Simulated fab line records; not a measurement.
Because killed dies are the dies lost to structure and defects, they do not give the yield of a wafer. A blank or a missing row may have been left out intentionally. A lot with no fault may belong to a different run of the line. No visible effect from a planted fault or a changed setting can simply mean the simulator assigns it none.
Which tool is to blame? ; flow berkeley_cmos170 ; 45 wafers sampled from 15 lots at 1 step of a route of 331

## WHAT THE GAUGES READ, wafer by wafer
UCB170_PWELL_TW_MEAS_17.
lot;measured;on;PWELL_TW
L655;day 2 21:04;film_metro-01;379 379 378
L656;day 3 04:22;film_metro-01;379 381 378
L658;day 3 15:44;film_metro-04;379 380 382
L659;day 3 20:17;film_metro-04;379 378 380
L660;day 4 02:50;film_metro-04;380 379 380
L662;day 4 18:52;film_metro-03;376 372 373
L664;day 4 19:16;film_metro-03;373 374 372
L669;day 6 00:38;film_metro-01;378 379 378
L670;day 6 09:31;film_metro-01;376 378 379
L671;day 6 09:47;film_metro-04;375 375 376
L673;day 6 23:58;film_metro-01;378 378 380
L675;day 7 07:40;film_metro-04;377 378 377
L676;day 7 11:38;film_metro-01;379 380 380
L678;day 7 19:03;film_metro-03;373 372 372
L677;day 7 19:20;film_metro-03;373 373 373

## WHAT TOOL EACH LOT RAN ON (gives the tool, then ch and the chambers of the sampled wafers, and finally the start)
No process step before these readings appears in the record.

## WHAT THE TOOLS THEMSELVES READ (means of the sampled wafers that have a number; where no wafer has one, the mark that the record gives instead)
The record holds no such reading with a usual standard deviation.

## THE ANSWER, worked out from the rows above alone
Rule: the lots themselves supply what counts as usual. The widest of any qualifying gaps counts: lots, ordered by their means at a reading, are off when they make up no more than a third of the lots, leave a main group of 4 or more, and stand apart from it by 3 or more times the standard deviation of that group's means. The tables above print the reading to a certain number of digits; a main group whose means all agree to those digits is not used. Also off: a lot with no number at a reading for which 4 or more lots have one. Any other lot the step has rows for is counted as sound. After the gauges, taken in route order, come the tools' own readings; for these a lot's mean is taken, as printed above. At the first step where some lot is off, the reading lying furthest off is the one used; lots without a number count as furthest.
Nothing can be told from this: no lot is off at any reading shown.

## WHAT HAD BEEN PUT IN BY THE SIMULATOR
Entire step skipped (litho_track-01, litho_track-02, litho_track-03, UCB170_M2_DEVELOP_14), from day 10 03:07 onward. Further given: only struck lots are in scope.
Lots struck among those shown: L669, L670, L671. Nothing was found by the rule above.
